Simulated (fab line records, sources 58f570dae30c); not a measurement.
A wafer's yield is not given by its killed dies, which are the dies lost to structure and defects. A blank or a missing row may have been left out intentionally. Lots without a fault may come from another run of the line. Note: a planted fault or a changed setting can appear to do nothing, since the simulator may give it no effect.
A sampling plan put to the test    flow berkeleyCmos170    one fab line, 12 faults that these records tell of, each judged on the records of the lots that it struck; 1 more is left out, because the records don't allow judging it
What counts as the plan is the set of the line's own looks, namely the steps on the route at which a gauge or an inspection reads a wafer and does not change it. A look can be judged if struck wafers have a number there and the file gives its usual mean and standard deviation on fault-free wafers. Caught: the struck wafers' mean, at a look after the fault's first step, is 4 or more of those standard deviations (sigma) away from the usual mean. On the tool: here the same test is run on the tool's own readings at the fault's steps. A different recipe on the struck wafers counts as caught too, as does a record blank only for those wafers.

== THE FAULTS, as the simulator had put them in ==
1. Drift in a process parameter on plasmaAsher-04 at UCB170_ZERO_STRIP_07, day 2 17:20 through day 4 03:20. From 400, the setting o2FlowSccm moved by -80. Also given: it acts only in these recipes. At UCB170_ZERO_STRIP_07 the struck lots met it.
2. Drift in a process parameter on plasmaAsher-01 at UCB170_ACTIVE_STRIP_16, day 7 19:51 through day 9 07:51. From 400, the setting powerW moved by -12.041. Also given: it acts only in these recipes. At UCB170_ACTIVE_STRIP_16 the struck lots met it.
3. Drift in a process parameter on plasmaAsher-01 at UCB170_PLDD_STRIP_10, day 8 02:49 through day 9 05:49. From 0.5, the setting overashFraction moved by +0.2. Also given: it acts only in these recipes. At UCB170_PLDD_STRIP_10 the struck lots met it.
4. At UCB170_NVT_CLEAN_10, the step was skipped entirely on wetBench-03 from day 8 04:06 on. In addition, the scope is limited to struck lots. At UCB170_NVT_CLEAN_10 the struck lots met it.
5. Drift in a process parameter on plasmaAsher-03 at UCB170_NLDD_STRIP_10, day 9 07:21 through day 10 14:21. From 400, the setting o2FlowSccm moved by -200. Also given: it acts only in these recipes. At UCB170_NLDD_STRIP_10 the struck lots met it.
6. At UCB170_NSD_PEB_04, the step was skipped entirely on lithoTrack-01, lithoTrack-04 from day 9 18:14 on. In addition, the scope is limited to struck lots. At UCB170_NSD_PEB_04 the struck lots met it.
7. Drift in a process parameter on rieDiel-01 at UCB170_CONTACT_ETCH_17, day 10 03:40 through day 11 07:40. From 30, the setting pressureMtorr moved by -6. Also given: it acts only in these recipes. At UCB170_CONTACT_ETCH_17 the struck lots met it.
8. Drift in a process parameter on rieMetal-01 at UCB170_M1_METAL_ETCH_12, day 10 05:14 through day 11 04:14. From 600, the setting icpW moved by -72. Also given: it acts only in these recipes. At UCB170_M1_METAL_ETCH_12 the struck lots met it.
9. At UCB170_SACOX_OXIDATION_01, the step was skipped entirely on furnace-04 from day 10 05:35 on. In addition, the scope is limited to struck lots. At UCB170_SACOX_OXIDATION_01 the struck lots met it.
10. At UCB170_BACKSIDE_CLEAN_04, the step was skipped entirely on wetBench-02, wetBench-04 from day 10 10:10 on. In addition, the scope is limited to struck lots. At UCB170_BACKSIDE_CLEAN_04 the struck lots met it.
11. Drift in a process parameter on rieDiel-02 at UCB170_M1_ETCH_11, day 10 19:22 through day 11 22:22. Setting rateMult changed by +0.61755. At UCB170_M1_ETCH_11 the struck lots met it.
12. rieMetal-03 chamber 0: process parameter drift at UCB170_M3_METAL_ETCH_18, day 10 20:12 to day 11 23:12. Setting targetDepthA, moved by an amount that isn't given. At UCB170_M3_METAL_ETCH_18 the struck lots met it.

== WHAT THE PLAN SAW ==
fault  on the tool itself                                first look that catches it                       reading, sigma  median hours from its first step to that look  hours from the fault's start to the first struck lot there  judged looks passed uncaught
1      o2FlowSccm -72 sigma                              none of the 3 looks that can be judged after it  -               -                                              -                                                           3
2      stripTimeToEndpointS +4.5 sigma                   not the one look that can be judged after it     -               -                                              -                                                           1
3      oesProductAu -13 sigma                            no look after it can be judged                   -               -                                              -                                                           0
4      the tool's record is blank for the struck wafers  none of the 2 looks that can be judged after it  -               -                                              -                                                           2
5      o2FlowSccm -99 or beyond sigma                    no look after it can be judged                   -               -                                              -                                                           0
6      the tool's record is blank for the struck wafers  not the one look that can be judged after it     -               -                                              -                                                           1
7      chamberPressureMTorr -99 or beyond sigma          no look after it can be judged                   -               -                                              -                                                           0
8      rfFwdPowerW -45 sigma                             no look after it can be judged                   -               -                                              -                                                           0
9      the tool's record is blank for the struck wafers  no look after it can be judged                   -               -                                              -                                                           0
10     the tool's record is blank for the struck wafers  not the one look that can be judged after it     -               -                                              -                                                           1
11     oesProductAu +15 sigma                            not the one look that can be judged after it     -               -                                              -                                                           1
12     oesProductAu -4.4 sigma                           no look after it can be judged                   -               -                                              -                                                           0
Dash: fault not caught, or number not given in these records.

Caught at a look: 0 of 12. Caught on the tool: 12 of 12. By one or the other: 12 of 12.
Faults caught by the tool alone: 1, 2, 3, 4, 5, 6, 7, 8, 9, 10, 11, 12.
